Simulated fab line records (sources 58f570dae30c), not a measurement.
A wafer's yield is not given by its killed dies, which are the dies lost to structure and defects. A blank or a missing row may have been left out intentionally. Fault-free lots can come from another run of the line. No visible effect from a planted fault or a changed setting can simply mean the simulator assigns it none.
Chamber matching / flow berkeleyCmos170 / 4 sister chambers for UCB170_PWELL_ETCH_14 on rieDiel-03
The step etches Si3N4 in CH3F/Ar/O2, stops on SiO2, target depth 242 nm, time 151 s. 8 wafers are shown with their chamber, then 8 later ones without.

## WAFERS WITH THEIR CHAMBER
wafer=L720.1; chamber=1; drypumpMotorCurrentA (A)=6.3; throttleValvePct (%)=8.10
wafer=L721.1; chamber=2; drypumpMotorCurrentA (A)=5.8; throttleValvePct (%)=8.14
wafer=L721.5; chamber=0; drypumpMotorCurrentA (A)=5.6; throttleValvePct (%)=8.28
wafer=L721.6; chamber=3; drypumpMotorCurrentA (A)=5.3; throttleValvePct (%)=8.07
wafer=L724.1; chamber=2; drypumpMotorCurrentA (A)=5.7; throttleValvePct (%)=8.15
wafer=L724.2; chamber=1; drypumpMotorCurrentA (A)=6.3; throttleValvePct (%)=8.08
wafer=L724.6; chamber=3; drypumpMotorCurrentA (A)=5.3; throttleValvePct (%)=8.07
wafer=L725.3; chamber=0; drypumpMotorCurrentA (A)=5.6; throttleValvePct (%)=8.28

## WAFERS MISSING THEIR CHAMBER
wafer=L725.4; drypumpMotorCurrentA (A)=5.8; throttleValvePct (%)=8.15
wafer=L725.6; drypumpMotorCurrentA (A)=5.6; throttleValvePct (%)=8.29
wafer=L726.1; drypumpMotorCurrentA (A)=5.6; throttleValvePct (%)=8.29
wafer=L726.3; drypumpMotorCurrentA (A)=5.7; throttleValvePct (%)=8.16
wafer=L726.5; drypumpMotorCurrentA (A)=5.3; throttleValvePct (%)=8.05
wafer=L731.1; drypumpMotorCurrentA (A)=6.4; throttleValvePct (%)=8.08
wafer=L731.4; drypumpMotorCurrentA (A)=5.6; throttleValvePct (%)=8.30
wafer=L731.5; drypumpMotorCurrentA (A)=5.6; throttleValvePct (%)=8.31

## CHAMBER TAKEN BY EACH
wafer=L725.4; from the rows above=2; in truth=2
wafer=L725.6; from the rows above=0; in truth=0
wafer=L726.1; from the rows above=0; in truth=0
wafer=L726.3; from the rows above=2; in truth=2
wafer=L726.5; from the rows above=3; in truth=3
wafer=L731.1; from the rows above=1; in truth=1
wafer=L731.4; from the rows above=0; in truth=0
wafer=L731.5; from the rows above=0; in truth=0
Correct placement for 8 of the 8. Can't be placed from these rows: 0. Number placed wrongly: 0.
How it was worked out, from the rows above alone: a wafer's distance from a chamber is the root of the sum, over the readings, of the square of ((its reading less the chamber's mean) divided by the reading's scatter). The wafer belongs to the nearest chamber; if the next one is less than 2 further off, it can't be placed. The mean given for a chamber averages the wafers shown for that chamber. The scatter is the square root of a quotient: the sum, over the shown wafers, of each reading's squared deviation from its chamber's mean, divided by wafers minus chambers.
